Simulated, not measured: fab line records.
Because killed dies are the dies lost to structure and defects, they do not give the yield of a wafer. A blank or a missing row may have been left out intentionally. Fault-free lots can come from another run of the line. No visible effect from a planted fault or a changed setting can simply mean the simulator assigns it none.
Problem report in the 8D (eight disciplines) form, filled by code	flow berkeleyCmos170	the parts of the form that need people (team, actions taken, sign-off) are left out

## 1. THE PROBLEM
Wafers with no fault read 319.5 s with a standard deviation of 0.38, whereas runLengthS at UCB170_V1_ETCH_14 reads a mean of 362.4 s on 1 wafer of 1 lot. So: +99 or more standard deviations from the usual mean.
The step: etches SiO2 in CHF3/CF4/Ar, stops on Al, target depth 1250 nm, time 291 s.
The first sign was on wafer L256.3 at day 12 06:48, on rieDiel-04. The record has a number at this step for 39 wafers belonging to 13 lots. Rule for "out" (also "out of limits"): further than 4 standard deviations from the usual mean. Any other wafer with a number is counted as sound.

## 2. WHAT IT IS; WHAT IT IS NOT
question	is	is not
which readings at this step	runLengthS, oesProductAu	drypumpMotorCurrentA, throttleValvePct
which lots	L256	L242, L243, L248, L249, L251, L252, L254, L255, L257, L259, L262, L265
which wafers of those lots	L256.3	L256.1, L256.5
read on which tools	rieDiel-04	rieDiel-01, rieDiel-03
when	from day 12 06:48	up to then (26 sound wafers); but 12 sound wafers of L257, L259, L262, L265 came after

## 3. SUSPECTS, AND WHAT RULES EACH OUT
Counting: any tool at a process step up to the reading remains a suspect provided it ran every lot that is out. Sound lots after the first of them don't rule it out here, since some wafers of a struck lot are sound.
- rieDiel-04 at UCB170_V1_ETCH_14 (etches SiO2 in CHF3/CF4/Ar, stops on Al, target depth 1250 nm, time 291 s): kept. It processed L256, the lot that is out, at day 12 06:48, and its most recent sound lot before then was L254 at day 11 08:58. Out on those wafers are its own readings of oesProductAu, runLengthS.
- At UCB170_V1_ETCH_14, inside rieDiel-04: chamber 3 took the wafers that are out, while their sound lot-mates went through chambers 1, 2.
The count leaves rieDiel-04 at UCB170_V1_ETCH_14.

## 4. THE CAUSE (what the simulator had put in)
rieDiel-04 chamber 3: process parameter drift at UCB170_V1_ETCH_14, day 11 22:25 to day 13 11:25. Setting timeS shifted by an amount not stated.
The count eliminated every tool but this one.

## 5. SEQUENCE OF EFFECTS, ordered by route
Each row: a reading whose mean over the struck wafers that have a number lies more than 3 standard deviations from the usual. Readings are gone through only where the record gives a usual standard deviation; hours: the median, over the lots, of the time from a lot's start at the first step in this table giving one to that lot's start at this step; sigmas: the change measured in usual standard deviations.
hours	step	reading	usual	on struck wafers	change	sigmas
0	UCB170_V1_ETCH_14	oesProductAu	0.870 a.u.	0.818	-0.052	-5.4
0	UCB170_V1_ETCH_14	runLengthS	319.5 s	362.4	+42.9	+99 or more
0	UCB170_V1_STRIP_15	stripTimeToEndpointS	15.37 s	14.50	-0.87	-7.2
8	UCB170_M3_PROBE_99	killedOpen	1.3	5.0	+3.7	+3.4
Process steps it contains:
- UCB170_V1_ETCH_14: etches SiO2 in CHF3/CF4/Ar, stops on Al, target depth 1250 nm, time 291 s.
- UCB170_V1_STRIP_15: strips in O2.
- UCB170_M3_PROBE_99
Later measuring or inspecting steps at which every struck wafer that the step has a row for has a number for every such reading, and none has moved that far: UCB170_V2_THK_MEAS_04.

## 6. HOW IT WOULD HAVE BEEN CAUGHT EARLIER
In this record the first reading out of limits was taken at day 12 06:48, 8 hours after the fault began at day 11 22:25.
